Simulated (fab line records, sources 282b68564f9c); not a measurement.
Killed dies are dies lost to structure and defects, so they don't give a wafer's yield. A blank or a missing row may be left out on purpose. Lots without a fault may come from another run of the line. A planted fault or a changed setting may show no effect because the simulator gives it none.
Split-lot experiment | flow rit_cmos | 5 lots, 23 wafers read, on a route of 202 steps

THE SPLIT
At RIT_ACTIVE_OXIDATION_01 (target thk 46.8 nm, ox time 3360 s), the setting temp_c was moved away from the recipe's 1000 C on 20 of the 23 wafers read, by -2.2% to +2.0%. The other wafers ran this setting at the recipe's value.

The file shows no step between the split and the reading.

THE READING
ACTIVE_OXIDE_THK, in nm, at RIT_ACTIVE_THK_MEAS_02. Fault-free wafers of this fab line usually give 46.3 nm, standard deviation 0.64 nm.

wafer  | tool, chamber at the split | temp_c as run, C | against the recipe | ACTIVE_OXIDE_THK, nm | against lot-mates on the recipe
L078.1 | furnace-01, 0              | 1000             | recipe             | 46.4                 | -
L078.2 | furnace-01, 0              | 1000             | recipe             | 46.8                 | -
L078.5 | furnace-01, 0              | 1000             | recipe             | 46.5                 | -
L079.1 | -, -                       | 1012             | +1.2%              | 51.7                 | no lot-mate on the recipe
L079.2 | -, -                       | 1012             | +1.2%              | 51.8                 | no lot-mate on the recipe
L079.3 | -, -                       | 1012             | +1.2%              | 52.8                 | no lot-mate on the recipe
L079.5 | -, -                       | 1012             | +1.2%              | 51.4                 | no lot-mate on the recipe
L079.6 | -, -                       | 1012             | +1.2%              | 52.0                 | no lot-mate on the recipe
L080.1 | -, -                       | 1009             | +0.9%              | 51.3                 | no lot-mate on the recipe
L080.2 | -, -                       | 1009             | +0.9%              | 50.5                 | no lot-mate on the recipe
L080.3 | -, -                       | 1009             | +0.9%              | 51.0                 | no lot-mate on the recipe
L080.4 | -, -                       | 1009             | +0.9%              | 50.8                 | no lot-mate on the recipe
L080.5 | -, -                       | 1009             | +0.9%              | 50.9                 | no lot-mate on the recipe
L084.1 | -, -                       | 978.4            | -2.2%              | 38.0                 | no lot-mate on the recipe
L084.2 | -, -                       | 978.4            | -2.2%              | 38.2                 | no lot-mate on the recipe
L084.3 | -, -                       | 978.4            | -2.2%              | 38.1                 | no lot-mate on the recipe
L084.5 | -, -                       | 978.4            | -2.2%              | 37.8                 | no lot-mate on the recipe
L084.6 | -, -                       | 978.4            | -2.2%              | 38.7                 | no lot-mate on the recipe
L085.2 | -, -                       | 1020             | +2.0%              | 57.0                 | no lot-mate on the recipe
L085.3 | -, -                       | 1020             | +2.0%              | 57.0                 | no lot-mate on the recipe
L085.4 | -, -                       | 1020             | +2.0%              | 57.1                 | no lot-mate on the recipe
L085.5 | -, -                       | 1020             | +2.0%              | 56.8                 | no lot-mate on the recipe
L085.6 | -, -                       | 1020             | +2.0%              | 56.3                 | no lot-mate on the recipe

THE FIT
A straight line over all 23 wafers: ACTIVE_OXIDE_THK changes by +4.37 nm for each +1% of temp_c; r = +0.99; the points scatter about the line by 0.69 nm.
Too few moved wafers have a lot-mate on the recipe to fit a line with each lot's own level taken away.

THE WHOLE CHAIN: every reading that the file lists as answering this split, in the file's order
step                    | what it does                                                        | reading                                                                             | change (the file's fit)              | r (the file's)
RIT_ACTIVE_OXIDATION_01 | target thk 46.8 nm, ox time 3360 s                                  | SiO2_of_ACTIVE_OXIDATION_01.thk_nm (the simulator's own value, which no gauge read) | +4.37 nm for each +1% of the setting | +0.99
RIT_ACTIVE_THK_MEAS_02  |                                                                     | ACTIVE_OXIDE_THK                                                                    | +4.37 for each +1% of the setting    | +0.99
RIT_ACTIVE_ETCH_13      | etches Si3N4 in SF6, stops on SiO2, time 210 s, target depth 210 nm | SiO2_of_ACTIVE_OXIDATION_01.thk_nm (the simulator's own value, which no gauge read) | +4.62 nm for each +1% of the setting | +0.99
RIT_FOX2_WET_ETCH_03    | etches Si3N4 in H3PO4, target depth 195 nm, time 2700 s             | SiO2_of_ACTIVE_OXIDATION_01.thk_nm (the simulator's own value, which no gauge read) | +4.12 nm for each +1% of the setting | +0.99

THE FILE'S OWN FIT
ACTIVE_OXIDE_THK changes by +4.37 nm for each +1% of temp_c, r = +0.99.
